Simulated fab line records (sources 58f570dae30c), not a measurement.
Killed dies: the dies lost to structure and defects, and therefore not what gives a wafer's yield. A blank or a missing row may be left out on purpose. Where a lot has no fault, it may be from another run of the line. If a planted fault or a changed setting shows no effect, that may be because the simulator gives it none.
fab line records    flow berkeleyCmos170    part 2 of 2: steps 25 to 36 of 36
record: lots: 5  wafers: 15  lastDay: 13
route steps=331 shown ACTIVE@63 PFIELD@79 FIELD@89 SACOX@97
lots that met no fault: taken from a fault-free run of the same line
startH: hours from the record's opening day to when the first of the lot's shown wafers began    waitH: hours from the lot's prior step to this one    " same as the row above    L1.1+2: a row that stands for several wafers    - either no value or no given start    * or withheld: withheld    < > ~ a bound
route shown NAME@n: a module of which the file shows steps, and the number in the route of the first    usual: mean/standard deviation taken from wafers without a fault    same: alike in all rows    chamber/n: place in a boat    sites: readings site by site    _std_site: the values' standard deviation    _edge_site: the outer-site mean with the inner-site mean subtracted    radiusMm: for every site, how far away it sits from the centre of the wafer    mask NAME#n: copy n    behind: tool/chamber where the wafer was last shaped    hold: cause of the lot's hold/its duration in hours/its outcome    device: which transistor (n, p or np) failed to switch    end of line: at the end of the route, the tests of the same wafers    a step with no rows: only its recipe    killed: the dies lost at the first sort to structure and to defects; this is not the yield of the wafer    map: shows each die of a wafer: x if killed, . if not, _ if none is there
set.NAME: the setting as run; set.NAME@STEP: as run at that earlier step    model.NAME: the simulator's own value behind a step, which no gauge read
certain route steps with their lots: each step a table, each wafer a row
services: a tool's chamber out of use, with start hour (startH, from the record's first day; less than 0 if before it), hours out, and reason
== steps ==
step: UCB170_PFIELD_STRIP_08
recipe: chemistry: O2  powerW: 400  pressureMtorr: 3500  platenTempC: withheld  o2FlowSccm: 400  overashFraction: 0.5
usual: chamberPressureMTorr: 3500/3.4  drypumpMotorCurrentA: 5.5/0.32  oesProductAu: 0.735/0.0042  stripTimeToEndpointS: 21.65/0.078
lot.wafer  tool            chamber  startH  waitH  chamberPressureMTorr  drypumpMotorCurrentA  oesProductAu  rfHoursCounterH  stripTimeToEndpointS
L074.3     plasmaAsher-04  0        92.72   0.1    3506                  5.8                   0.726         -                21.77
L074.4     "               1        "       "      3495                  5.3                   0.731         -                21.72
L074.6     "               0        "       "      3501                  5.8                   0.732         -                21.62
L081.1     plasmaAsher-01  0        123.85  0.1    3500                  4.9                   0.738         39               21.55
L081.4     "               1        "       "      3498                  5.6                   0.739         -                21.61
L081.6     "               0        "       "      3507                  4.8                   0.736         -                21.57
L085.1     plasmaAsher-04  0        143.07  0.1    3502                  5.8                   0.737         41               21.59
L085.2     "               1        "       "      3498                  5.3                   0.732         41               21.52
L085.4     "               0        "       "      3503                  5.8                   0.737         -                21.54
L091.2     plasmaAsher-03  0        174.69  0.1    3506                  5.8                   0.736         7                21.69
L091.4     "               1        "       "      3501                  5.5                   0.729         -                21.67
L091.5     "               0        "       "      3503                  5.8                   0.736         -                21.66
L097.2     plasmaAsher-01  1        209.24  0.1    3498                  5.5                   0.732         51               21.69
L097.5     "               1        "       "      3498                  5.5                   0.739         -                21.63
L097.6     "               0        "       "      3502                  4.8                   0.740         -                21.69
step: UCB170_PFIELD_TW_MEAS_09
usual: PFIELD_TW: 606/7.5
lot.wafer  tool          chamber  startH  waitH  PFIELD_TW
L074.3     filmMetro-01  -        92.81   0.1    617
L074.4     "             -        "       "      619
L074.6     "             -        "       "      619
L081.1     filmMetro-02  -        123.95  0.1    601
L081.4     "             -        "       "      603
L081.6     "             -        "       "      598
L085.1     filmMetro-01  -        143.17  0.1    618
L085.2     "             -        "       "      618
L085.4     "             -        "       "      617
L091.2     filmMetro-02  -        174.80  0.1    601
L091.4     "             -        "       "      600
L091.5     "             -        "       "      601
L097.2     filmMetro-01  -        209.35  0.1    611
L097.5     "             -        "       "      615
L097.6     "             -        "       "      615
step: UCB170_FIELD_CLEAN_00
recipe: chemistry: dHF  dilution: 25:1  timeS: 7.5
lot.wafer   tool         chamber  startH  waitH
L074.3+4+6  wetBench-04  1        92.85   0.0
L081.1+4+6  wetBench-01  2        124.01  0.1
L085.1+2+4  wetBench-03  0        143.23  0.1
L091.2+4+5  wetBench-03  0        175.00  0.2
L097.2+5+6  wetBench-01  0        209.42  0.1
step: UCB170_FIELD_OXIDATION_01
recipe: tempC: 1000  ambient: H2O  pH2oTorr: 584.62  targetThkA: 5583  oxTimeS: 7200
usual: spikeTcLoadC: 1027/3.4  zonePowerCentrePct: 48.6/1.1  zonePowerSourcePct: 39/3.1
same: oxTimeS: 7200
lot.wafer  tool        chamber  startH  waitH  spikeTcLoadC  zonePowerCentrePct  zonePowerSourcePct
L074.3     furnace-02  0        94.81   2.0    1025          49.8                41
L074.4     "           0        "       "      1021          50.0                42
L074.6     "           0        "       "      1024          49.4                42
L081.1     furnace-01  0        128.80  4.8    1031          47.1                37
L081.4     "           0        "       "      1030          47.8                37
L081.6     "           0        "       "      1029          47.6                38
L085.1     furnace-02  0        149.21  6.0    1023          50.2                41
L085.2     "           0        "       "      1025          49.3                42
L085.4     "           0        "       "      1024          49.7                42
L091.2     furnace-02  0        176.88  1.9    1023          49.5                42
L091.4     "           0        "       "      1025          50.1                42
L091.5     "           0        "       "      1023          49.9                42
L097.2     furnace-04  0        214.52  5.1    1029          46.9                32
L097.5     "           0        "       "      1029          47.1                31
L097.6     "           0        "       "      1029          47.3                31
step: UCB170_FIELD_THK_MEAS_02
recipe: reads: SiO2_of_FIELD_OXIDATION_01
usual: FIELD_OXIDE_THK: 559/8.7
lot.wafer  tool          chamber  startH  waitH  FIELD_OXIDE_THK[nm]
L074.3     filmMetro-04  -        97.89   0.1    555
L074.4     "             -        "       "      549
L074.6     "             -        "       "      557
L081.1     filmMetro-03  -        131.82  0.0    550
L081.4     "             -        "       "      553
L081.6     "             -        "       "      553
L085.1     filmMetro-02  -        152.27  0.1    567
L085.2     "             -        "       "      563
L085.4     "             -        "       "      553
L091.2     filmMetro-03  -        179.92  0.0    585
L091.4     "             -        "       "      582
L091.5     "             -        "       "      575
L097.2     filmMetro-03  -        217.53  0.0    546
L097.5     "             -        "       "      552
L097.6     "             -        "       "      552
step: UCB170_FIELD_ANNEAL_03
recipe: tempC: 1000  timeS: 1200  ambient: N2
usual: spikeTcLoadC: 1028.6/2.6  zonePowerCentrePct: 47.8/0.96  zonePowerSourcePct: 36/3.4
lot.wafer  tool        chamber  startH  waitH  spikeTcLoadC  zonePowerCentrePct  zonePowerSourcePct
L074.3     furnace-04  0        103.94  6.0    1029.3        46.1                32
L074.4     "           0        "       "      1027.8        46.7                31
L074.6     "           0        "       "      1029.3        47.2                32
L081.1     furnace-01  0        136.22  4.4    1030.8        47.6                37
L081.4     "           0        "       "      1030.3        48.7                38
L081.6     "           0        "       "      1029.7        47.4                38
L085.1     furnace-04  0        156.77  4.5    1029.1        47.2                31
L085.2     "           0        "       "      1028.2        47.2                31
L085.4     "           0        "       "      1029.0        47.9                31
L091.2     furnace-01  0        182.28  2.4    1029.8        48.2                37
L091.4     "           0        "       "      1029.3        47.9                37
L091.5     "           0        "       "      1031.1        47.5                37
L097.2     furnace-01  0        220.45  2.9    1029.6        47.3                37
L097.5     "           0        "       "      1030.2        46.5                37
L097.6     "           0        "       "      1029.7        46.5                38
step: UCB170_FIELD_WET_ETCH_04
recipe: chemistry: dHF  dilution: 10:1  target: SiO2  tempC: 25  timeS: 60
lot.wafer   tool         chamber  startH  waitH
L074.3+4+6  wetBench-03  3        105.27  0.0
L081.1+4+6  wetBench-03  0        137.55  0.0
L085.1+2+4  wetBench-03  1        158.11  0.0
L091.2+4+5  wetBench-03  1        183.62  0.0
L097.2+5+6  wetBench-04  2        221.78  0.0
step: UCB170_FIELD_WET_ETCH_05
recipe: chemistry: H3PO4  target: Si3N4  tempC: 160  timeS: 12600
lot.wafer   tool         chamber  startH  waitH
L074.3+4+6  wetBench-03  0        105.30  0.0
L081.1+4+6  wetBench-04  2        137.57  0.0
L085.1+2+4  wetBench-04  2        158.13  0.0
L091.2+4+5  wetBench-04  2        183.64  0.0
L097.2+5+6  wetBench-03  3        221.81  0.0
step: UCB170_FIELD_WET_ETCH_06
recipe: chemistry: BOE  dilution: 5:1  target: SiO2  tempC: 25  timeS: 22
lot.wafer   tool         chamber  startH  waitH
L074.3+4+6  wetBench-03  1        109.13  0.0
L081.1+4+6  wetBench-03  3        141.08  0.0
L085.1+2+4  wetBench-03  3        161.73  0.1
L091.2+4+5  wetBench-04  2        187.32  0.2
L097.2+5+6  wetBench-01  3        225.63  0.0
step: UCB170_FIELD_THK_MEAS_90
recipe: reads: SiO2_of_FIELD_OXIDATION_01
usual: FIELD_OXIDE_LEFT_1_THK: 442/9
lot.wafer  tool          chamber  startH  waitH  FIELD_OXIDE_LEFT_1_THK[nm]
L074.3     filmMetro-02  -        109.22  0.1    438
L074.4     "             -        "       "      432
L074.6     "             -        "       "      440
L081.1     filmMetro-04  -        141.10  0.0    433
L081.4     "             -        "       "      436
L081.6     "             -        "       "      436
L085.1     filmMetro-02  -        161.74  0.0    449
L085.2     "             -        "       "      444
L085.4     "             -        "       "      435
L091.2     filmMetro-03  -        187.35  0.0    467
L091.4     "             -        "       "      465
L091.5     "             -        "       "      457
L097.2     filmMetro-03  -        225.66  0.0    428
L097.5     "             -        "       "      434
L097.6     "             -        "       "      435
step: UCB170_SACOX_CLEAN_00
recipe: chemistry: dHF  dilution: 25:1  timeS: 7.5
lot.wafer   tool         chamber  startH  waitH
L074.3+4+6  wetBench-03  0        109.26  0.0
L081.1+4+6  wetBench-03  2        141.16  0.1
L085.1+2+4  wetBench-03  0        161.94  0.2
L091.2+4+5  wetBench-03  2        187.51  0.2
L097.2+5+6  wetBench-03  0        225.71  0.0
step: UCB170_SACOX_OXIDATION_01
recipe: tempC: 900  ambient: O2  targetThkA: 144  oxTimeS: 2400
usual: spikeTcLoadC: 928.4/1.8  zonePowerCentrePct: 42.0/0.57  zonePowerSourcePct: 28.1/2.1
same: oxTimeS: 2400
lot.wafer  tool        chamber  startH  waitH  spikeTcLoadC  zonePowerCentrePct  zonePowerSourcePct
L074.3     furnace-01  0        113.20  3.9    929.5         42.8                28.5
L074.4     "           0        "       "      927.9         41.5                29.2
L074.6     "           0        "       "      929.3         41.9                28.6
L081.1     furnace-01  0        146.00  4.8    929.0         42.0                28.9
L081.4     "           0        "       "      928.4         42.3                28.7
L081.6     "           0        "       "      927.7         42.4                29.5
L085.1     furnace-01  0        164.60  2.6    927.3         42.5                29.2
L085.2     "           0        "       "      929.7         42.5                29.3
L085.4     "           0        "       "      928.9         41.4                29.3
L091.2     furnace-04  0        191.01  3.5    929.0         41.4                24.8
L091.4     "           0        "       "      926.4         41.8                24.5
L091.5     "           0        "       "      925.6         41.5                24.5
L097.2     furnace-01  0        231.55  5.8    928.8         42.2                28.9
L097.5     "           0        "       "      929.1         41.9                29.6
L097.6     "           0        "       "      929.9         41.9                29.0
== services ==
tool            chamber  startH  hours  kind
furnace-04      -        66.89   4.6    pm
krfScanner-02   -        72.88   1.3    pm
krfScanner-02   -        75.05   0.5    repair
rieDiel-01      0        86.50   22.1   repair
furnace-02      -        87.95   3.7    pm
krfScanner-02   -        88.42   1.0    pm
implanter-02    -        97.86   4.0    repair
furnace-01      -        100.51  4.2    pm
krfScanner-01   -        100.77  1.0    repair
implanter-02    -        101.19  5.9    repair
krfScanner-01   -        102.53  1.0    pm
krfScanner-01   -        104.07  0.8    pm
lpcvd-02        -        121.27  2.8    pm
krfScanner-02   -        135.46  3.0    repair
furnace-02      -        143.53  4.3    pm
krfScanner-01   -        146.69  0.6    repair
krfScanner-01   -        175.04  1.3    pm
krfScanner-02   -        186.02  1.2    repair
implanter-02    -        193.23  14.5   pm
plasmaAsher-04  -        195.63  3.0    repair
krfScanner-02   -        199.91  0.8    pm
implanter-02    -        207.71  7.0    pm
implanter-02    -        213.94  16.5   repair
furnace-04      -        225.47  2.9    pm
